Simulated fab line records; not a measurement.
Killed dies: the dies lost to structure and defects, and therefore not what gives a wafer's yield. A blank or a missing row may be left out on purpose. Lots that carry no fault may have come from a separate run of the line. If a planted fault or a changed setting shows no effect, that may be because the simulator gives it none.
Which of the tools did it?    flow berkeley cmos170    15 lots with 45 wafers sampled at 4 steps, on a route of 331 steps

## WHAT THE GAUGES SHOWED, per wafer
UCB170_PLDD_OVL_MEAS_07.
lot   measured      on          PLDD_OVL (nm)
L916  day 6 07:41   overlay-02  12 4 9
L917  day 6 08:17   overlay-01  -5 4 -5
L919  day 6 07:48   overlay-01  -3 0 3
L923  day 7 05:31   overlay-01  -3 -5 -10
L924  day 8 00:44   overlay-02  -14 -10 -11
L925  day 7 22:20   overlay-01  2 2 -1
L926  day 8 00:07   overlay-02  -4 -16 -13
L927  day 7 23:31   overlay-01  -1 3 -3
L929  day 7 23:55   overlay-01  -5 -1 -8
L930  day 8 22:17   overlay-02  4 -3 0
L934  day 10 01:19  overlay-01  -7 -1 -13
L939  day 10 22:33  overlay-01  -21 -5 -4

UCB170_NLDD_CD_MEAS_06: target cd 1200 nm.
lot   measured      on         cd nm (nm)
L916  day 6 10:09   cd sem-02  1203.0 1201.7 1200.3
L917  day 6 11:02   cd sem-02  1199.9 1202.4 1203.4
L919  day 6 10:16   cd sem-02  1198.7 1200.0 1198.6
L923  day 7 08:57   cd sem-02  1199.5 1200.1 1200.6
L924  day 8 02:17   cd sem-01  1202.4 1203.2 1201.1
L925  day 8 00:52   cd sem-01  1199.1 1199.5 1199.2
L926  day 8 02:03   cd sem-01  1199.7 1200.6 1200.0
L927  day 8 01:41   cd sem-01  1200.6 1199.7 1200.7
L929  day 8 01:57   cd sem-01  1200.1 1199.6 1200.4
L930  day 8 23:56   cd sem-02  1201.7 1201.0 1202.2
L934  day 10 03:05  cd sem-01  1198.7 1198.8 1199.0
L939  day 11 01:03  cd sem-02  1200.4 1199.5 1200.3

## WHICH TOOL RAN EACH LOT (tool, then ch and the chambers of the sampled wafers, then the start)
lot   UCB170_NWELL_ETCH_13               UCB170_FIELD_ANNEAL_03
L916  rie diel-01 ch 0,2,3, day 2 13:37  furnace-01 ch 0, day 4 22:23
L917  rie diel-01 ch 0,2,3, day 2 17:11  furnace-01 ch 0, day 4 22:23
L919  rie diel-01 ch 0,1, day 2 21:56    furnace-01 ch 0, day 5 03:46
L923  rie diel-04 ch 0,2,3, day 3 16:22  furnace-01 ch 0, day 5 21:44
L924  rie diel-01 ch 1,2,3, day 4 02:50  furnace-01 ch 0, day 6 11:39
L925  rie diel-04 ch 0,1,2, day 4 03:03  furnace-01 ch 0, day 6 11:39
L926  rie diel-02 ch 0,1,3, day 4 10:50  furnace-02 ch 0, day 6 17:29
L927  rie diel-02 ch 2,3, day 4 15:43    furnace-02 ch 0, day 6 17:29
L929  rie diel-02 ch 0,1, day 4 20:02    furnace-02 ch 0, day 6 17:29
L930  rie diel-02 ch 0,1, day 5 06:32    furnace-02 ch 0, day 7 14:51
L934  rie diel-01 ch 1,2, day 6 02:25    furnace-04 ch 0, day 8 12:16
L936  rie diel-04 ch 1,2,3, day 6 06:46  furnace-04, day 8 20:50
L938  rie diel-02 ch 0,1,2, day 6 20:11  furnace-04, day 8 23:26
L937  rie diel-01 ch 0,2, day 6 20:18    furnace-01, day 9 08:07
L939  rie diel-04 ch 1,3, day 6 23:05    furnace-01 ch 0, day 9 08:07
- UCB170_NWELL_ETCH_13: etches Si3N4 in CH3F/Ar/O2, stops on SiO2, target depth 246.4 nm, time 154 s.
- UCB170_FIELD_ANNEAL_03: time 1200 s.

## WHAT THE TOOLS THEMSELVES READ (means of the sampled wafers that have a number; where no wafer has one, the mark that the record gives instead)
UCB170_NWELL_ETCH_13.
lot   tool         drypump motor current A (A)  oes product au (a.u.)  throttle valve pct (%)
L916  rie diel-01  5.7                          0.929                  8.21
L917  rie diel-01  5.7                          0.933                  8.20
L919  rie diel-01  5.6                          0.943                  8.14
L923  rie diel-04  5.6                          0.944                  8.15
L924  rie diel-01  6.0                          0.939                  8.21
L925  rie diel-04  5.8                          0.938                  8.18
L926  rie diel-02  5.7                          0.962                  8.07
L927  rie diel-02  5.7                          0.946                  8.16
L929  rie diel-02  5.5                          0.939                  8.03
L930  rie diel-02  5.4                          0.941                  8.02
L934  rie diel-01  6.3                          0.935                  8.17
L936  rie diel-04  5.8                          0.927                  8.07
L938  rie diel-02  5.5                          0.950                  8.13
L937  rie diel-01  6.0                          0.942                  8.16
L939  rie diel-04  5.9                          0.933                  7.99

UCB170_FIELD_ANNEAL_03.
lot   tool        spike tc centre C (C)  spike tc load C (C)  tube center temp C (C)  zone power source pct (%)
L916  furnace-01  1002.5                 1023.9               1000                    31
L917  furnace-01  1000.8                 1024.9               1000                    31
L919  furnace-01  1000.8                 1024.6               1000                    31
L923  furnace-01  1001.6                 1024.7               1000                    30
L924  furnace-01  1001.7                 1024.3               1000                    31
L925  furnace-01  1001.4                 1024.9               1000                    31
L926  furnace-02  1002.4                 1021.3               1000                    34
L927  furnace-02  1002.5                 1021.2               1000                    34
L929  furnace-02  1002.3                 1021.4               1000                    34
L930  furnace-02  1001.6                 1022.4               1000                    34
L934  furnace-04  1002.0                 1022.4               1000                    43
L936  furnace-04  -                      -                    -                       -
L938  furnace-04  -                      -                    -                       -
L937  furnace-01  -                      -                    -                       -
L939  furnace-01  1000.7                 1023.3               1000                    31

## THE ANSWER, worked out from the rows above alone
Rule: the lots themselves supply what counts as usual. The widest of any qualifying gaps counts: lots, ordered by their means at a reading, are off when they make up no more than a third of the lots, leave a main group of 4 or more, and stand apart from it by 3 or more times the standard deviation of that group's means. Not used: any main group whose means are identical at the precision the tables above print for the reading. Also off: a lot with no number at a reading for which 4 or more lots have one. The other lots that the step has rows for count as sound. Order of review: gauges by route order, followed by the tools' own readings, for which a lot's mean as printed above is used. The first step at which some lot is off is used, and at that step the reading that is off furthest; a lot without a number counts as furthest.
Off at UCB170_FIELD_ANNEAL_03 (spike tc centre C): L936, L938, L937. Without a number there: L936, L938, L937. Main group: mean 1001.7 C, sd 0.64.
If a tool, at that step or one of the process steps before it, ran each lot that is off and ran no sound lot following the first of them, it fits. Of those tried, none fits.

## WHAT HAD BEEN PUT IN BY THE SIMULATOR
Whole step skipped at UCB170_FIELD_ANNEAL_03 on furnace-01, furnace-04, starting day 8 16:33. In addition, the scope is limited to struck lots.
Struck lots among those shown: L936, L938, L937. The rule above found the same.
